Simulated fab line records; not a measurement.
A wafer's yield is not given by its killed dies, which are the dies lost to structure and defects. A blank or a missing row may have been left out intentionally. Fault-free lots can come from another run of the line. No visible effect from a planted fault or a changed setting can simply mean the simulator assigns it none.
One fault seen from 2 desks / flow berkeley-cmos170 / each desk holds nothing but its own numbers, with what lay behind them at the end

== FROM THE METROLOGY DESK ==
Means of the sampled wafers that have a number, per lot and without regard to the tool the lot ran on: this is what the gauges read. Marked OUT: a lot whose mean sits more than 4 standard deviations from the usual mean, which makes it out of limits; the brackets give that distance.
Columns: A = M2_AL_THK at UCB170_M2_THK_MEAS_03, usual 934 nm; B = cd-nm at UCB170_M2_CD_MEAS_15, usual 699.9 nm; C = V2_BOW at UCB170_V2_BOW_MEAS_03, usual 38 um
lot=L619; first seen here=day 6 17:59; A=927; B=702.7; C=34
lot=L621; first seen here=day 7 22:41; A=939; B=702.0; C=38
lot=L622; first seen here=day 7 23:55; A=924; B=698.4; C=41
lot=L623; first seen here=day 8 00:09; A=933; B=700.7; C=34
lot=L625; first seen here=day 8 19:18; A=932; B=703.6; C=35
lot=L624; first seen here=day 9 02:04; A=937; B=700.1; C=36
lot=L626; first seen here=day 9 06:17; A=932; B=700.7; C=32
lot=L628; first seen here=day 9 06:24; A=925; B=699.8; C=40
lot=L629; first seen here=day 9 19:41; A=939; B=699.6; C=42
lot=L630; first seen here=day 9 22:21; A=943; B=697.8; C=33
lot=L631; first seen here=day 10 10:31; A=929; B=697.7; C=41
lot=L638; first seen here=day 11 11:47; A=940; B=689.7 (-6.4) OUT; C=40
lot=L642; first seen here=day 11 17:55; A=923; B=698.4; C=36
This desk's finding: out of limits on L638; first on L638, day 11 13:54 (cd-nm at UCB170_M2_CD_MEAS_15). In limits: L619, L621, L622, L623, L625, L624, L626, L628, L629, L630, L631, L642.

== FOR THE TOOL OWNER'S DESK: krf-scanner-02 ==
The tool's own readings at UCB170_M2_EXPOSE_12 (exposes mask METAL2, target cd 700 nm): means of the sampled wafers that have a number, for each lot that ran on this tool. Marked OUT: a lot whose mean sits more than 4 standard deviations from the usual mean, which makes it out of limits; the brackets give that distance.
Columns: A = exposure-dose-mJ-cm2 at UCB170_M2_EXPOSE_12, usual 26.003; B = focus-offset-nm at UCB170_M2_EXPOSE_12, usual 0.0 nm
lot=L619; first seen here=day 6 19:54; A=26.034; B=0.2
lot=L621; first seen here=day 8 00:56; A=26.018; B=0.1
lot=L623; first seen here=day 8 01:34; A=25.971; B=-0.2
lot=L625; first seen here=day 8 21:14; A=25.967; B=0.3
lot=L624; first seen here=day 9 05:12; A=25.987; B=-0.1
lot=L628; first seen here=day 9 08:09; A=25.984; B=-0.2
lot=L630; first seen here=day 10 00:37; A=26.012; B=-0.3
lot=L631; first seen here=day 10 11:45; A=26.015; B=0.2
lot=L638; first seen here=day 11 13:26; A=25.635 (-14) OUT; B=-0.4
This desk's finding: out of limits on L638; first on L638, day 11 13:26 (exposure-dose-mJ-cm2 at UCB170_M2_EXPOSE_12). In limits: L619, L621, L623, L625, L624, L628, L630, L631.

== PUT TOGETHER ==
An alarm could have come from the tool owner's desk at day 11 13:26, on L638.
The metrology desk could have raised an alarm at day 11 13:54, on L638.
Of the lots named, all ran UCB170_M2_EXPOSE_12 on krf-scanner-02.

== WHAT THE SIMULATOR HAD PUT IN ==
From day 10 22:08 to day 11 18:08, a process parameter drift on krf-scanner-02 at UCB170_M2_EXPOSE_12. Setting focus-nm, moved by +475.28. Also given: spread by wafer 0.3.
Struck lots among those shown: L638.
Time in hours from fault onset to the first out-of-limits reading at each desk: tool owner's desk 15, metrology desk 16.
